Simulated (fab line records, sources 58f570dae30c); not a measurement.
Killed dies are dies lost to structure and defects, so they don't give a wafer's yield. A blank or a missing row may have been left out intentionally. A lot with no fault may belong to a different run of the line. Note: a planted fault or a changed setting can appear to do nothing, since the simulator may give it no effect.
fab line records + flow berkeleyCmos170
[record]
- lots = 14
- wafers = 42
- lastDay = 12
route steps=331 shown NSD@188
lots with no fault: from the same line, run without faults
startH: the number of hours between the record's first day and the start of the first shown wafer of the lot + waitH: hours since the lot's step before + " same as the row above + L1.1+2: a single row standing in for several wafers + - no value, or no start was given + * or withheld: withheld + < > ~ a bound
route shown NAME@n: NAME is a module with steps in the file, n the number in the route of the first one + usual: the fault-free wafers' mean and standard deviation + same: alike in all rows + chamber/n: place in a boat + sites: readings site by site + _std_site: the values' standard deviation + _edge_site: outer sites' mean less inner sites' + radiusMm: for every site, how far away it sits from the centre of the wafer + mask NAME#n: copy n + behind: the last tool/chamber to shape the wafer + hold: the reason the lot was held/the length of the hold in hours/how it ended + device: the transistor (n, p or np) that didn't switch + end of line: at the end of the route, the tests of the same wafers + a step given without rows: its recipe and nothing more + killed: at the first sort, the dies lost to defects and structure; wafer yield is something else + map: per-die view of a wafer (x killed, . not killed, _ where there is no die)
set.NAME: the run value of the setting; set.NAME@STEP: its run value at that earlier step + model.NAME: the simulator's own value behind a step, which no gauge read
one table for each step of the route and one row for each wafer, over a sample of lots
services: the hour from which a tool's chamber was out of use, counted from the record's first day as startH (under 0 if before that day), plus the number of hours and why
[[steps]]
[step UCB170_NSD_COAT_01]
[recipe]
- resist = KrF
- spinRpm = 1500
- resistThkNm = 900
[usual]
- spinSpeedRpm = 1499.8/1.2
| lot.wafer | tool          | chamber | startH | waitH | spinSpeedRpm |
|-----------|---------------|---------|--------|-------|--------------|
| L132.2    | lithoTrack-03 | 0       | 138.30 | 0.1   | 1500.4       |
| L132.4    | "             | 0       | "      | "     | 1499.8       |
| L132.6    | "             | 0       | "      | "     | 1499.3       |
| L131.1    | lithoTrack-03 | 0       | 138.72 | 0.1   | 1498.0       |
| L131.2    | "             | 0       | "      | "     | 1498.7       |
| L131.3    | "             | 0       | "      | "     | 1498.1       |
| L133.2    | lithoTrack-02 | 0       | 138.73 | 0.1   | 1498.0       |
| L133.3    | "             | 0       | "      | "     | 1496.3       |
| L133.4    | "             | 0       | "      | "     | 1497.3       |
| L134.1    | lithoTrack-01 | 0       | 149.73 | 0.1   | 1499.8       |
| L134.2    | "             | 0       | "      | "     | 1499.2       |
| L134.4    | "             | 0       | "      | "     | 1498.8       |
| L135.3    | lithoTrack-03 | 0       | 149.98 | 0.1   | 1500.3       |
| L135.4    | "             | 0       | "      | "     | 1498.6       |
| L135.5    | "             | 0       | "      | "     | 1499.8       |
| L138.3    | lithoTrack-03 | 0       | 176.61 | 0.1   | 1498.9       |
| L138.4    | "             | 0       | "      | "     | 1500.3       |
| L138.6    | "             | 0       | "      | "     | 1499.0       |
| L140.4    | lithoTrack-02 | 0       | 177.22 | 0.1   | 1500.6       |
| L140.5    | "             | 0       | "      | "     | 1497.6       |
| L140.6    | "             | 0       | "      | "     | 1498.9       |
| L141.1    | lithoTrack-01 | 0       | 177.46 | 0.1   | 1500.0       |
| L141.2    | "             | 0       | "      | "     | 1500.1       |
| L141.5    | "             | 0       | "      | "     | 1501.5       |
| L143.4    | lithoTrack-02 | 0       | 188.44 | 0.1   | 1500.2       |
| L143.5    | "             | 0       | "      | "     | 1499.0       |
| L143.6    | "             | 0       | "      | "     | 1501.3       |
| L144.2    | lithoTrack-02 | 0       | 209.78 | 0.1   | 1501.2       |
| L144.3    | "             | 0       | "      | "     | 1500.8       |
| L144.5    | "             | 0       | "      | "     | 1500.2       |
| L147.1    | lithoTrack-01 | 0       | 218.77 | 0.1   | 1502.6       |
| L147.3    | "             | 0       | "      | "     | 1500.1       |
| L147.4    | "             | 0       | "      | "     | 1501.4       |
| L152.1    | lithoTrack-02 | 0       | 232.37 | 0.1   | 1501.5       |
| L152.2    | "             | 0       | "      | "     | 1503.2       |
| L152.5    | "             | 0       | "      | "     | 1498.8       |
| L150.2    | lithoTrack-02 | 0       | 232.85 | 0.1   | 1446.2       |
| L150.4    | "             | 0       | "      | "     | 1445.5       |
| L150.6    | "             | 0       | "      | "     | 1445.8       |
| L154.1    | lithoTrack-02 | 0       | 256.23 | 0.1   | 1446.8       |
| L154.2    | "             | 0       | "      | "     | 1447.8       |
| L154.4    | "             | 0       | "      | "     | 1448.3       |
[step UCB170_NSD_STRIP_09]
[recipe]
- chemistry = O2
- powerW = 400
- pressureMtorr = 3500
- platenTempC = withheld
- o2FlowSccm = 400
- overashFraction = 0.5
[usual]
- drypumpMotorCurrentA = 6.10/0.28
- oesProductAu = 0.533/0.0042
- stripTimeToEndpointS = 35.84/0.073
| lot.wafer | tool           | chamber | startH | waitH | drypumpMotorCurrentA | oesProductAu | rfHoursCounterH | stripTimeToEndpointS |
|-----------|----------------|---------|--------|-------|----------------------|--------------|-----------------|----------------------|
| L132.2    | plasmaAsher-02 | 1       | 139.68 | 0.1   | 6.56                 | 0.524        | 42              | 35.87                |
| L132.4    | "              | 0       | "      | "     | 5.88                 | 0.536        | -               | 35.90                |
| L132.6    | "              | 1       | "      | "     | 6.56                 | 0.534        | -               | 35.82                |
| L133.2    | plasmaAsher-04 | 0       | 139.72 | 0.1   | 5.71                 | 0.530        | 3               | 35.87                |
| L133.3    | "              | 0       | "      | "     | 5.70                 | 0.534        | -               | 35.81                |
| L133.4    | "              | 1       | "      | "     | 6.19                 | 0.533        | -               | 35.91                |
| L131.1    | plasmaAsher-01 | 1       | 139.86 | 0.1   | 5.96                 | 0.535        | 45              | 35.95                |
| L131.2    | "              | 0       | "      | "     | 6.26                 | 0.539        | 45              | 35.92                |
| L131.3    | "              | 1       | "      | "     | 5.99                 | 0.531        | -               | 35.93                |
| L134.1    | plasmaAsher-01 | 1       | 151.97 | 0.1   | 5.97                 | 0.539        | 46              | 35.87                |
| L134.2    | "              | 0       | "      | "     | 6.31                 | 0.534        | 46              | 35.81                |
| L134.4    | "              | 1       | "      | "     | 5.99                 | 0.533        | -               | 35.82                |
| L135.3    | plasmaAsher-04 | 0       | 152.22 | 0.1   | 5.68                 | 0.536        | -               | 35.82                |
| L135.4    | "              | 1       | "      | "     | 6.21                 | 0.539        | -               | 35.80                |
| L135.5    | "              | 1       | "      | "     | 6.20                 | 0.541        | -               | 35.77                |
| L138.3    | plasmaAsher-01 | 1       | 178.89 | 0.1   | 5.98                 | 0.535        | -               | 35.98                |
| L138.4    | "              | 0       | "      | "     | 6.28                 | 0.535        | -               | 35.90                |
| L138.6    | "              | 0       | "      | "     | 6.25                 | 0.531        | -               | 35.90                |
| L140.4    | plasmaAsher-02 | 0       | 179.22 | 0.1   | 5.85                 | 0.532        | -               | 35.75                |
| L140.5    | "              | 0       | "      | "     | 5.85                 | 0.525        | -               | 35.82                |
| L140.6    | "              | 1       | "      | "     | 6.56                 | 0.528        | -               | 35.87                |
| L141.1    | plasmaAsher-01 | 0       | 179.34 | 0.1   | 6.28                 | 0.532        | 49              | 35.79                |
| L141.2    | "              | 1       | "      | "     | 5.93                 | 0.537        | 49              | 35.69                |
| L141.5    | "              | 1       | "      | "     | 5.95                 | 0.534        | -               | 35.76                |
| L143.4    | plasmaAsher-01 | 0       | 189.71 | 0.1   | 6.31                 | 0.531        | -               | 35.88                |
| L143.5    | "              | 1       | "      | "     | 5.96                 | 0.533        | -               | 35.92                |
| L143.6    | "              | 0       | "      | "     | 6.30                 | 0.543        | -               | 35.95                |
| L144.2    | plasmaAsher-02 | 0       | 211.08 | 0.1   | 5.88                 | 0.534        | 51              | 35.85                |
| L144.3    | "              | 1       | "      | "     | 6.58                 | 0.533        | -               | 35.84                |
| L144.5    | "              | 1       | "      | "     | 6.57                 | 0.530        | -               | 35.89                |
| L147.1    | plasmaAsher-04 | 1       | 219.90 | 0.1   | 6.21                 | 0.537        | 11              | 35.88                |
| L147.3    | "              | 1       | "      | "     | 6.24                 | 0.530        | -               | 35.88                |
| L147.4    | "              | 0       | "      | "     | 5.68                 | 0.536        | -               | 35.91                |
| L152.1    | plasmaAsher-01 | 1       | 233.71 | 0.1   | 5.97                 | 0.533        | 55              | 35.67                |
| L152.2    | "              | 0       | "      | "     | 6.27                 | 0.531        | 55              | 35.72                |
| L152.5    | "              | 1       | "      | "     | 5.95                 | 0.533        | -               | 35.76                |
| L150.2    | plasmaAsher-04 | 1       | 234.26 | 0.1   | 6.23                 | 0.527        | 13              | 36.14                |
| L150.4    | "              | 0       | "      | "     | 5.69                 | 0.536        | -               | 36.15                |
| L150.6    | "              | 0       | "      | "     | 5.71                 | 0.533        | -               | 36.14                |
| L154.1    | plasmaAsher-04 | 0       | 257.38 | 0.1   | 5.68                 | 0.536        | 16              | 36.22                |
| L154.2    | "              | 1       | "      | "     | 6.18                 | 0.534        | 16              | 36.21                |
| L154.4    | "              | 0       | "      | "     | 5.69                 | 0.537        | -               | 36.15                |
[[services]]
| tool           | chamber | startH | hours | kind   |
|----------------|---------|--------|-------|--------|
| plasmaAsher-04 | 0       | 117.75 | -     | clean  |
| plasmaAsher-04 | 1       | 117.75 | -     | clean  |
| plasmaAsher-01 | -       | 126.32 | 7.1   | repair |
[[key]]
[firstSign]
- step = UCB170_NSD_COAT_01
- reading = spinSpeedRpm
- direction = down
- sigmas = 45
- usual = 1499.8
- struck = 1446.7
[effect]
- step = UCB170_NSD_STRIP_09
- reading = stripTimeToEndpointS
- direction = up
- sigmas = 4.5
- usual = *
- struck = *
metAt UCB170_NSD_COAT_01
struckLots L150,L154
testerLeftOut L150,L154
onsetBetween 232.37 232.85
[fault]
- kind = processParameterDrift
- tool = lithoTrack-02
- chamber = -
- onsetH = 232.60
- steps = UCB170_NSD_COAT_01
- channel = spinRpm
- offset = -52.849
- shape = step
- endH = 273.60
- actsIn = theseRecipesOnly
- stated = 1500
// testerLeftOut: of these lots the tester's yield and bins aren't shown, on N5 and GAA mostly nor the transistor test; their killed dies are dies lost to structure and defects alone, not to doping, threshold or leakage, so they don't give the yield
